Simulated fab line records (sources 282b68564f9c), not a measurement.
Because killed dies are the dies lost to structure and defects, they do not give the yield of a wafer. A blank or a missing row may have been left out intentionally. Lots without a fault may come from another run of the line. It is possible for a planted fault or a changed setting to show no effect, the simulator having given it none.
Which tool is to blame? -- flow rit cmos -- 14 lots, 42 wafers sampled, at 2 steps of a route of 202

## WHAT THE GAUGES SHOWED, per wafer
RIT_NSD_TW_MEAS_10.
lot,measured,on,NSD_TW
L906,day 3 03:11,film metro-04,3151 3136 3138
L907,day 3 06:13,film metro-04,3127 3123 3128
L908,day 3 11:13,film metro-01,3117 3097 3095
L909,day 3 15:29,film metro-04,3145 3136 3125
L919,day 5 20:10,film metro-04,3142 3128 3126
L920,day 5 22:45,film metro-02,3158 3142 3157
L921,day 6 04:34,film metro-02,3177 3164 3171
L922,day 6 09:50,film metro-04,3139 3141 3129
L923,day 6 14:10,film metro-04,3135 3136 3118
L924,day 6 23:46,film metro-02,3163 3172 3173
L925,day 7 07:44,film metro-02,3182 3176 3182
L927,day 7 14:58,film metro-02,3165 3179 3196
L928,day 7 23:12,film metro-02,3156 3176 3169
L929,day 8 11:10,film metro-01,3118 3106 3109

RIT_SDANNEAL_RS_MEAS_05: measures by four-point-probe.
lot,measured,on,NSD_RS (ohm/sq)
L906,day 3 05:14,film metro-04,83.14 83.61 83.47
L907,day 3 08:16,film metro-02,84.07 83.95 84.23
L908,day 3 13:14,film metro-02,83.41 83.54 83.60
L909,day 3 17:32,film metro-02,83.94 83.70 83.86
L919,day 5 22:14,film metro-04,83.39 83.44 83.50
L920,day 6 00:49,film metro-04,83.88 83.93 83.81
L921,day 6 06:44,film metro-04,83.77 83.56 83.70
L922,day 6 12:00,film metro-02,83.41 83.48 83.25
L923,day 6 16:23,film metro-02,83.65 83.22 83.11
L924,day 7 01:58,film metro-01,83.69 83.56 83.77
L925,day 7 09:48,film metro-01,83.46 83.74 83.71
L927,day 7 17:00,film metro-01,84.02 84.04 83.90
L928,day 8 01:21,film metro-02,83.68 84.04 83.75
L929,day 8 13:19,film metro-04,83.69 83.49 83.47

## TOOL THAT RAN EACH LOT (tool first, then ch and the chambers of the sampled wafers, then the start)
Before these readings, the record contains no process step.

## WHAT THE TOOLS THEMSELVES READ (means of the sampled wafers that have a number; where no wafer has one, the mark that the record gives instead)
The record holds no such reading with a usual standard deviation.

## THE ANSWER, worked out from the rows above alone
Rule: the usual values come from the lots themselves. The widest of any qualifying gaps counts: lots, ordered by their means at a reading, are off when they make up no more than a third of the lots, leave a main group of 4 or more, and stand apart from it by 3 or more times the standard deviation of that group's means. A main group whose means are all the same, to the digits that the tables above print for the reading, isn't used. A lot without any number at a reading at which 4 lots or more have one is off too. All remaining lots with rows at the step are treated as sound. First the gauges in route order, then the tools' own readings, where a lot's mean is used as printed above. The first step at which some lot is off is used, and at that step the reading that is off furthest; a lot without a number counts as furthest.
No lot is off on any of the readings shown, so nothing can be concluded from this.

## WHAT THE SIMULATOR HAD INSERTED
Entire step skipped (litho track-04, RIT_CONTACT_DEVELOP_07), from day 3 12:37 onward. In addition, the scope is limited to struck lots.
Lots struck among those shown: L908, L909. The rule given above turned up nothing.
